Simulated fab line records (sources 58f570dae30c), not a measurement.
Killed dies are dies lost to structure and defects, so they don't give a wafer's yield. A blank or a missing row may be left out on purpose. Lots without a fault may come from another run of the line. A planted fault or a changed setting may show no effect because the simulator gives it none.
Split-lot experiment :: flow berkeley-cmos170 :: 5 lots, 23 wafers read, on a route of 331 steps

ABOUT THE SPLIT
At UCB170_M3_COAT_05 (resist thk 900 nm), the setting spin-rpm was moved away from the recipe's 1500 rpm on 8 of the 23 wafers read, by -6.8% to +4.3%. All remaining wafers had this setting at the recipe value.

The reading is taken at the split's own step.

THE READING
KrF_of_M3_COAT_05.thk-nm (the simulator's own value, which no gauge read), in nm, at UCB170_M3_COAT_05 (resist thk 900 nm). No usual value for it is given in the file. The 15 wafers here that ran the recipe average 899.0 nm, standard deviation 2.8 nm.

wafer: L074.1
tool, chamber at the split: litho-track-01, 0
spin-rpm as run, rpm: 1435
against the recipe: -4.3%
KrF_of_M3_COAT_05.thk-nm, nm: 919.8
against lot-mates on the recipe: +18.8

wafer: L074.2
tool, chamber at the split: litho-track-01, 0
spin-rpm as run, rpm: 1500
against the recipe: recipe
KrF_of_M3_COAT_05.thk-nm, nm: 899.5
against lot-mates on the recipe: -

wafer: L074.3
tool, chamber at the split: litho-track-01, 0
spin-rpm as run, rpm: 1435
against the recipe: -4.3%
KrF_of_M3_COAT_05.thk-nm, nm: 921.8
against lot-mates on the recipe: +20.8

wafer: L074.4
tool, chamber at the split: litho-track-01, 0
spin-rpm as run, rpm: 1435
against the recipe: -4.3%
KrF_of_M3_COAT_05.thk-nm, nm: 920.7
against lot-mates on the recipe: +19.7

wafer: L074.6
tool, chamber at the split: litho-track-01, 0
spin-rpm as run, rpm: 1500
against the recipe: recipe
KrF_of_M3_COAT_05.thk-nm, nm: 902.6
against lot-mates on the recipe: -

wafer: L075.1
tool, chamber at the split: litho-track-02, 0
spin-rpm as run, rpm: 1500
against the recipe: recipe
KrF_of_M3_COAT_05.thk-nm, nm: 897.5
against lot-mates on the recipe: -

wafer: L075.2
tool, chamber at the split: litho-track-02, 0
spin-rpm as run, rpm: 1398
against the recipe: -6.8%
KrF_of_M3_COAT_05.thk-nm, nm: 927
against lot-mates on the recipe: +28.5

wafer: L075.3
tool, chamber at the split: litho-track-02, 0
spin-rpm as run, rpm: 1398
against the recipe: -6.8%
KrF_of_M3_COAT_05.thk-nm, nm: 927.5
against lot-mates on the recipe: +29.0

wafer: L075.5
tool, chamber at the split: litho-track-02, 0
spin-rpm as run, rpm: 1500
against the recipe: recipe
KrF_of_M3_COAT_05.thk-nm, nm: 899.4
against lot-mates on the recipe: -

wafer: L075.6
tool, chamber at the split: litho-track-02, 0
spin-rpm as run, rpm: 1398
against the recipe: -6.8%
KrF_of_M3_COAT_05.thk-nm, nm: 931.1
against lot-mates on the recipe: +32.6

wafer: L076.1
tool, chamber at the split: litho-track-01, 0
spin-rpm as run, rpm: 1500
against the recipe: recipe
KrF_of_M3_COAT_05.thk-nm, nm: 897.4
against lot-mates on the recipe: -

wafer: L076.2
tool, chamber at the split: litho-track-01, 0
spin-rpm as run, rpm: 1500
against the recipe: recipe
KrF_of_M3_COAT_05.thk-nm, nm: 895.8
against lot-mates on the recipe: -

wafer: L076.3
tool, chamber at the split: litho-track-01, 0
spin-rpm as run, rpm: 1500
against the recipe: recipe
KrF_of_M3_COAT_05.thk-nm, nm: 893.8
against lot-mates on the recipe: -

wafer: L076.4
tool, chamber at the split: litho-track-01, 0
spin-rpm as run, rpm: 1500
against the recipe: recipe
KrF_of_M3_COAT_05.thk-nm, nm: 894.6
against lot-mates on the recipe: -

wafer: L076.5
tool, chamber at the split: litho-track-01, 0
spin-rpm as run, rpm: 1500
against the recipe: recipe
KrF_of_M3_COAT_05.thk-nm, nm: 897.8
against lot-mates on the recipe: -

wafer: L084.1
tool, chamber at the split: litho-track-04, 0
spin-rpm as run, rpm: 1500
against the recipe: recipe
KrF_of_M3_COAT_05.thk-nm, nm: 899.3
against lot-mates on the recipe: -

wafer: L084.3
tool, chamber at the split: litho-track-04, 0
spin-rpm as run, rpm: 1500
against the recipe: recipe
KrF_of_M3_COAT_05.thk-nm, nm: 903.4
against lot-mates on the recipe: -

wafer: L084.6
tool, chamber at the split: litho-track-04, 0
spin-rpm as run, rpm: 1500
against the recipe: recipe
KrF_of_M3_COAT_05.thk-nm, nm: 899.2
against lot-mates on the recipe: -

wafer: L085.1
tool, chamber at the split: litho-track-02, 0
spin-rpm as run, rpm: 1565
against the recipe: +4.3%
KrF_of_M3_COAT_05.thk-nm, nm: 882.8
against lot-mates on the recipe: -18.7

wafer: L085.2
tool, chamber at the split: litho-track-02, 0
spin-rpm as run, rpm: 1500
against the recipe: recipe
KrF_of_M3_COAT_05.thk-nm, nm: 901.4
against lot-mates on the recipe: -

wafer: L085.3
tool, chamber at the split: litho-track-02, 0
spin-rpm as run, rpm: 1500
against the recipe: recipe
KrF_of_M3_COAT_05.thk-nm, nm: 901.8
against lot-mates on the recipe: -

wafer: L085.4
tool, chamber at the split: litho-track-02, 0
spin-rpm as run, rpm: 1565
against the recipe: +4.3%
KrF_of_M3_COAT_05.thk-nm, nm: 884.3
against lot-mates on the recipe: -17.2

wafer: L085.6
tool, chamber at the split: litho-track-02, 0
spin-rpm as run, rpm: 1500
against the recipe: recipe
KrF_of_M3_COAT_05.thk-nm, nm: 901.3
against lot-mates on the recipe: -

THE FIT
A straight line over all 23 wafers: KrF_of_M3_COAT_05.thk-nm changes by -4.31 nm for each +1% of spin-rpm; r = -0.98; the points scatter about the line by 2.8 nm.
The same after taking each lot's own level away (the mean of its wafers on the recipe; 23 wafers): -4.39 nm for each +1%; r = -0.99; scatter 1.5 nm.
Per that fit: largest spin-rpm move, reading shift of 30 nm.
From 895.88 to 901.50 nm: that is the span of the lots' own levels, equal to 2.0 times the standard deviation above.
So the lot-to-lot level changes the slope little: the two slopes agree.
Check: for one of the wafers moved furthest among these (-6.8%), held out of the fit, the line's prediction against its lot-mates is +30.4 nm. It came out at +28.5 nm against them.

THESE WAFERS: OTHER SPLITS
These wafers also went through other splits before the reading. Each is held against what the fit with the lots' levels taken away leaves over:
other split on the same wafers: UCB170_V1_PEB_10 peb-temp-c
wafers away from the commonest value: 9
r with KrF_of_M3_COAT_05.thk-nm (lot level and that fit taken away): -0.08

other split on the same wafers: UCB170_M2_COAT_05 spin-rpm
wafers away from the commonest value: 6
r with KrF_of_M3_COAT_05.thk-nm (lot level and that fit taken away): +0.12

other split on the same wafers: UCB170_M2_METAL_ETCH_18 icp-w
wafers away from the commonest value: 10
r with KrF_of_M3_COAT_05.thk-nm (lot level and that fit taken away): +0.16

THE WHOLE CHAIN: every reading that the file lists as answering this split, in the file's order
step: UCB170_M3_COAT_05
what it does: resist thk 900 nm
reading: KrF_of_M3_COAT_05.thk-nm (the simulator's own value, which no gauge read)
change (the file's fit): -4.39 nm for each +1% of the setting
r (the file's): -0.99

step: UCB170_M3_STRIP_07
what it does: strips in O2
reading: strip-time-to-endpoint-s
change (the file's fit): withheld for each +1% of the setting
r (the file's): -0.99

THE FILE'S OWN FIT
KrF_of_M3_COAT_05.thk-nm changes by -4.39 nm for each +1% of spin-rpm, r = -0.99.
